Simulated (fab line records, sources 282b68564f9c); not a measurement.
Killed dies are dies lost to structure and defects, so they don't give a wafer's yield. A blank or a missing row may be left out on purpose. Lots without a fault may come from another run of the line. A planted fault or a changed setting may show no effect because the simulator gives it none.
fab line records | flow rit_cmos
record lots=13 wafers=39 last_day=7
route steps=202 shown WELLDRIVE@50 NWELL@51 PWELL@52 M1@202
lots that met no fault: from a run of the same line without faults
start_h: hours from the record's first day to the start of the lot's first wafer shown | wait_h: hours since the lot's step before | " the same as in the row above | L1.1+2: a row that stands for several wafers | - no value, or no start given | * or withheld: withheld | < > ~ a bound
route shown NAME@n: a module of which the file shows steps, and the number in the route of the first | usual: mean/standard deviation of fault-free wafers | same: alike in all rows | chamber/n: place in a boat | sites: the reading at each site | _std_site: their standard deviation | _edge_site: outer sites' mean less inner sites' | radius_mm: how far each site lies from the wafer's centre | mask NAME#n: copy n | behind: the tool/chamber that last shaped the wafer | hold: why the lot was held/for how many hours/how that ended | device: the transistor (n, p or np) that didn't switch | end of line: the same wafers' tests at the end of the route | a step without rows: its recipe alone | killed: dies lost to structure and defects at the first sort, not the wafer's yield | map: a wafer's dies, x killed, . not, _ none there
set.NAME: the setting as run; set.NAME@STEP: as run at that earlier step | model.NAME: the simulator's own value behind a step, which no gauge read
steps of the route over a sample of lots; a table a step, a row a wafer
services: from which hour (start_h, from the record's first day; less than 0 if before it) a tool's chamber was out of use, for how many hours, and why
## steps
# step RIT_WELLDRIVE_ANNEAL_00
# recipe temp_c=1100 time_s=14700 ambient=N2
# usual spike_tc_centre_C=1103.1/1.1 spike_tc_load_C=1127.6/1.6 tube_center_temp_C=1100.0/0.11 tube_center_temp_C_max=1102.9/0.44 zone_power_load_pct=41/5.4 zone_power_source_pct=43/4.9
# columns lot.wafer tool chamber start_h wait_h spike_tc_centre_C spike_tc_load_C tube_center_temp_C tube_center_temp_C_max zone_power_load_pct zone_power_source_pct
L466.1 furnace-03 0 24.02 0.1 1101.3 1128.4 1100.2 1103.6 44 43
L466.4 " 0 " " 1102.2 1129.6 1099.9 1103.1 44 42
L466.5 " 0 " " 1104.2 1127.8 1100.1 1102.6 44 42
L467.1 furnace-04 0 28.44 0.2 1103.9 1129.3 1100.1 1102.6 37 39
L467.2 " 0 " " 1100.9 1129.0 1100.0 1102.6 36 39
L467.5 " 0 " " 1104.6 1128.5 1100.1 1102.5 36 39
L468.3 furnace-02 0 32.95 0.0 1102.4 1126.7 1099.9 1102.7 48 51
L468.4 " 0 " " 1102.0 1124.9 1099.8 1102.4 48 50
L468.6 " 0 " " 1101.2 1125.7 1100.0 1102.4 47 50
L469.1 furnace-02 0 38.03 0.6 1102.4 1126.8 1100.0 1103.0 48 51
L469.3 " 0 " " 1101.5 1124.8 1099.9 1102.7 48 50
L469.4 " 0 " " 1102.4 1125.8 1100.0 1102.8 48 51
L470.2 furnace-04 0 42.65 0.0 1104.3 1129.0 1099.9 1102.7 37 39
L470.5 " 0 " " 1103.4 1129.1 1100.1 1102.7 36 40
L470.6 " 0 " " 1104.1 1128.7 1100.2 1102.4 36 39
L471.1 furnace-02 0 48.17 0.6 1102.3 1125.9 1100.2 1103.7 47 50
L471.2 " 0 " " 1101.7 1124.6 1100.0 1102.6 49 50
L471.5 " 0 " " 1104.1 1125.5 1100.1 1102.9 49 50
L472.3 furnace-04 0 53.28 0.0 1103.4 1128.3 1099.9 1102.6 36 39
L472.5 " 0 " " 1102.2 1128.3 1100.2 1102.6 37 39
L472.6 " 0 " " 1105.7 1128.8 1100.0 1103.8 36 39
L473.2 furnace-03 0 59.07 1.2 1101.8 1130.0 1100.2 1103.2 44 43
L473.3 " 0 " " 1103.1 1127.3 1100.0 1102.5 44 43
L473.6 " 0 " " 1103.5 1130.2 1100.0 1102.7 44 42
L474.2 furnace-04 0 64.04 0.0 1103.7 1128.8 1100.0 1103.2 36 39
L474.3 " 0 " " 1103.9 1130.0 1100.2 1102.6 37 39
L474.6 " 0 " " 1104.1 1127.3 1100.0 1103.9 36 39
L475.1 furnace-04 0 71.52 2.3 1094.9 1121.0 1092.0 1095.5 35 39
L475.2 " 0 " " 1095.4 1120.8 1092.0 1094.4 36 39
L475.4 " 0 " " 1098.0 1121.4 1091.9 1095.1 35 39
L476.1 furnace-03 0 76.14 0.5 1103.5 1128.8 1099.9 1102.8 44 42
L476.2 " 0 " " 1102.0 1127.9 1099.9 1102.1 44 42
L476.3 " 0 " " 1103.7 1126.3 1100.0 1102.6 45 42
L477.2 furnace-04 0 80.60 0.3 1095.8 1121.7 1092.0 1094.6 35 38
L477.3 " 0 " " 1094.5 1120.5 1092.1 1095.4 35 39
L477.4 " 0 " " 1093.5 1121.8 1092.1 1094.9 35 39
L489.2 furnace-02 0 138.37 0.5 1102.2 1125.0 1100.0 1103.1 48 51
L489.4 " 0 " " 1103.0 1126.4 1099.7 1102.2 49 50
L489.6 " 0 " " 1103.7 1126.2 1099.9 1102.3 47 50
# step RIT_WELLDRIVE_RS_MEAS_01
# recipe thk_meas_gauge=four-point-probe
# usual NWELL_RS=275.6/0.7
# columns lot.wafer tool chamber start_h wait_h NWELL_RS[ohm/sq]
L466.1 film_metro-04 - 29.10 0.0 275.9
L466.4 " - " " 276.5
L466.5 " - " " 275.9
L467.1 film_metro-02 - 33.53 0.0 276.8
L467.2 " - " " 277.1
L467.5 " - " " 276.9
L468.3 film_metro-04 - 38.07 0.0 276.4
L468.4 " - " " 276.8
L468.6 " - " " 276.7
L469.1 film_metro-02 - 43.12 0.0 275.9
L469.3 " - " " 276.5
L469.4 " - " " 276.3
L470.2 film_metro-02 - 47.75 0.0 275.2
L470.5 " - " " 275.5
L470.6 " - " " 274.6
L471.1 film_metro-01 - 53.25 0.0 275.5
L471.2 " - " " 274.3
L471.5 " - " " 274.6
L472.3 film_metro-04 - 58.40 0.0 275.1
L472.5 " - " " 275.1
L472.6 " - " " 274.8
L473.2 film_metro-02 - 64.17 0.0 275.5
L473.3 " - " " 275.8
L473.6 " - " " 276.3
L474.2 film_metro-04 - 69.15 0.0 275.6
L474.3 " - " " 276.4
L474.6 " - " " 274.7
L475.1 film_metro-04 - 76.60 0.0 284.4
L475.2 " - " " 284.0
L475.4 " - " " 283.8
L476.1 film_metro-01 - 81.22 0.0 275.5
L476.2 " - " " 275.6
L476.3 " - " " 275.6
L477.2 film_metro-01 - 85.70 0.0 284.9
L477.3 " - " " 284.4
L477.4 " - " " 284.9
L489.2 film_metro-04 - 143.47 0.0 274.9
L489.4 " - " " 274.3
L489.6 " - " " 274.4
# step RIT_WELLDRIVE_RS_MEAS_02
# recipe thk_meas_gauge=four-point-probe
# usual PWELL_RS=429.3/1.2
# columns lot.wafer tool chamber start_h wait_h PWELL_RS[ohm/sq]
L466.1 film_metro-04 - 29.22 0.1 427.9
L466.4 " - " " 427.4
L466.5 " - " " 427.8
L467.1 film_metro-02 - 33.65 0.1 432.7
L467.2 " - " " 430.2
L467.5 " - " " 430.2
L468.3 film_metro-04 - 38.19 0.1 429.0
L468.4 " - " " 428.8
L468.6 " - " " 428.7
L469.1 film_metro-02 - 43.24 0.1 431.9
L469.3 " - " " 430.5
L469.4 " - " " 430.6
L470.2 film_metro-02 - 47.87 0.1 428.9
L470.5 " - " " 428.7
L470.6 " - " " 428.4
L471.1 film_metro-01 - 53.37 0.1 428.7
L471.2 " - " " 429.0
L471.5 " - " " 430.3
L472.3 film_metro-04 - 58.52 0.1 427.6
L472.5 " - " " 428.3
L472.6 " - " " 428.2
L473.2 film_metro-02 - 64.29 0.1 431.0
L473.3 " - " " 431.3
L473.6 " - " " 431.1
L474.2 film_metro-04 - 69.27 0.1 428.7
L474.3 " - " " 428.6
L474.6 " - " " 428.5
L475.1 film_metro-04 - 76.72 0.1 437.3
L475.2 " - " " 437.6
L475.4 " - " " 438.2
L476.1 film_metro-01 - 81.34 0.1 429.9
L476.2 " - " " 428.9
L476.3 " - " " 428.7
L477.2 film_metro-01 - 85.82 0.1 437.3
L477.3 " - " " 436.8
L477.4 " - " " 436.9
L489.2 film_metro-04 - 143.59 0.1 428.9
L489.4 " - " " 427.5
L489.6 " - " " 427.7
# step RIT_M1_PROBE_99
# usual killed_at_M0_to_M3=0.0/0.14 killed_at_contacts=0.0/0.22 killed_at_front_end=6.9/3 killed_dies=6.9/3 killed_open=3.5/2 killed_short=3.4/2.1
# same gross_dies=264 killed_at_M4_up=0 killed_at_back_side=0 killed_at_other=0
# columns lot.wafer tool chamber start_h wait_h killed_at_M0_to_M3 killed_at_contacts killed_at_front_end killed_dies killed_open killed_short
L477.2 prober-02 - 115.87 0.1 0 0 8 8 4 4
L477.3 prober-02 - 115.92 0.2 0 0 5 5 2 3
L477.4 prober-02 - 115.97 0.2 0 0 4 4 3 1
# killed by level:class
L477.2 GATE:geometric_particle:open=3 GATE:geometric_particle:short=2 FOX1:geometric_particle:short=1 FOX1:geometric_particle:open=1 SILICIDE:geometric_particle:short=1
L477.3 GATE:geometric_particle:short=2 FOX1:geometric_particle:open=1 GATE:geometric_particle:open=1 SPACER:geometric_particle:short=1
L477.4 FOX1:geometric_particle:open=1 FOX2:geometric_particle:open=1 REOX:geometric_particle:open=1 REOX:geometric_particle:short=1
## services
# columns tool chamber start_h hours kind
furnace-02 - 61.16 13.7 pm
furnace-02 - 74.88 2.9 pm
furnace-04 - 110.36 3.8 pm
## key
first_sign step=RIT_WELLDRIVE_ANNEAL_00 reading=tube_center_temp_C direction=down sigmas=71 usual=* struck=*
effect step=RIT_WELLDRIVE_ANNEAL_00 reading=tube_center_temp_C_max direction=down sigmas=18 usual=* struck=*
effect step=RIT_WELLDRIVE_RS_MEAS_01 reading=NWELL_RS direction=up sigmas=12 usual=275.6 struck=284.4
effect step=RIT_WELLDRIVE_RS_MEAS_02 reading=PWELL_RS direction=up sigmas=6.8 usual=429.3 struck=437.3
met_at RIT_WELLDRIVE_ANNEAL_00
struck_lots L475,L477
tester_left_out L475,L477
fault kind=process_parameter_drift tool=furnace-04 chamber=- onset_h=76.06 steps=RIT_WELLDRIVE_ANNEAL_00 channel=temp_c offset=* shape=step end_h=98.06 acts_in=* stated=*
# tester_left_out: of these lots the tester's yield and bins aren't shown, on N5 and GAA mostly nor the transistor test; their killed dies are dies lost to structure and defects alone, not to doping, threshold or leakage, so they don't give the yield
